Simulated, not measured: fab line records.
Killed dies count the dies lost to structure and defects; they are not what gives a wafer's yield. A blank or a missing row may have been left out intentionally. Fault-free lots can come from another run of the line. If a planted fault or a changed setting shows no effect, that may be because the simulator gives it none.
Check for tools in common    flow ritCmos    54 wafers sampled across 15 lots

THE REASON FOR OPENING IT
RIT_NRETRO_TW_MEAS_10, reading NRETRO_TW: flagged on 3 of 15 lots. Wafers without a fault read 1045, standard deviation 8.5.
Rule: a lot is flagged when every wafer of it that has a number lies more than 4 standard deviations from that mean, or none has a number. As for the other lots, they are considered sound.

lot   measured     on            NRETRO_TW, wafer by wafer      flag
L421  day 2 06:39  filmMetro-04  1057 1057 1056                 
L422  day 2 13:02  filmMetro-02  1035 1033 1034                 
L423  day 2 22:25  filmMetro-04  1055 1050 1051                 
L424  day 3 03:38  filmMetro-02  1033 1035 1028                 
L425  day 3 10:30  filmMetro-04  1047 1046 1047                 
L426  day 3 15:25  filmMetro-04  1045 1047 1047                 
L427  day 3 18:24  filmMetro-02  1028 1029 1033                 
L428  day 3 23:53  filmMetro-04  1301 1303 1306 1301 1303 1310  FLAGGED
L429  day 4 03:23  filmMetro-04  1304 1309 1304 1307 1304 1308  FLAGGED
L430  day 4 07:54  filmMetro-01  1052 1054 1057                 
L434  day 5 04:57  filmMetro-01  1316 1313 1317 1318 1316 1313  FLAGGED
L439  day 6 04:39  filmMetro-04  1047 1042 1046                 
L440  day 6 08:59  filmMetro-04  1051 1050 1043                 
L441  day 6 13:23  filmMetro-02  1032 1037 1034                 
L443  day 6 21:44  filmMetro-04  1046 1049 1042                 
Average over the flagged lots: 1308; offset from the usual +264, equal to +31 standard deviations.

TOOL THAT RAN EACH LOT
The record keeps 1 process step preceding the reading, out of 202 steps on the route. Every cell lists first the tool, next ch and the chambers used by the sampled wafers, and last the start.
lot   flag     RIT_NRETRO_IMPLANT_08
L421           implanter-04 ch 0, day 2 06:20
L422           implanter-04 ch 0, day 2 12:42
L423           implanter-03 ch 0, day 2 22:05
L424           implanter-04 ch 0, day 3 03:20
L425           implanter-04 ch 0, day 3 10:11
L426           implanter-04 ch 0, day 3 15:07
L427           implanter-02 ch 0, day 3 18:04
L428  FLAGGED  implanter-04 ch 0, day 3 23:15
L429  FLAGGED  implanter-02 ch 0, day 4 02:29
L430           implanter-02 ch 0, day 4 07:37
L434  FLAGGED  implanter-04 ch 0, day 5 04:19
L439           implanter-02 ch 0, day 6 04:20
L440           implanter-03 ch 0, day 6 08:40
L441           implanter-03 ch 0, day 6 13:05
L443           implanter-04 ch 0, day 6 21:28
What these steps do:
- RIT_NRETRO_IMPLANT_08
- RIT_NRETRO_TW_MEAS_10

FLAGGED OVER TOTAL, TOOL BY TOOL (the gauges that took the reading come last)
step                   tool          lots run  flagged  share of the flagged lots  sound lots run after its first flagged lot
RIT_NRETRO_IMPLANT_08  implanter-02  4         1        some                       2 (L430,L439)
RIT_NRETRO_IMPLANT_08  implanter-03  3         0        none                       -
RIT_NRETRO_IMPLANT_08  implanter-04  8         2        some                       1 (L443)
RIT_NRETRO_TW_MEAS_10  filmMetro-01  2         1        some                       0
RIT_NRETRO_TW_MEAS_10  filmMetro-02  4         0        none                       -
RIT_NRETRO_TW_MEAS_10  filmMetro-04  9         2        some                       3 (L439,L440,L443)

WHAT IS ALLOWED BY THE TABLE
No row of the table ran every flagged lot.

WHAT THE SIMULATOR PUT IN
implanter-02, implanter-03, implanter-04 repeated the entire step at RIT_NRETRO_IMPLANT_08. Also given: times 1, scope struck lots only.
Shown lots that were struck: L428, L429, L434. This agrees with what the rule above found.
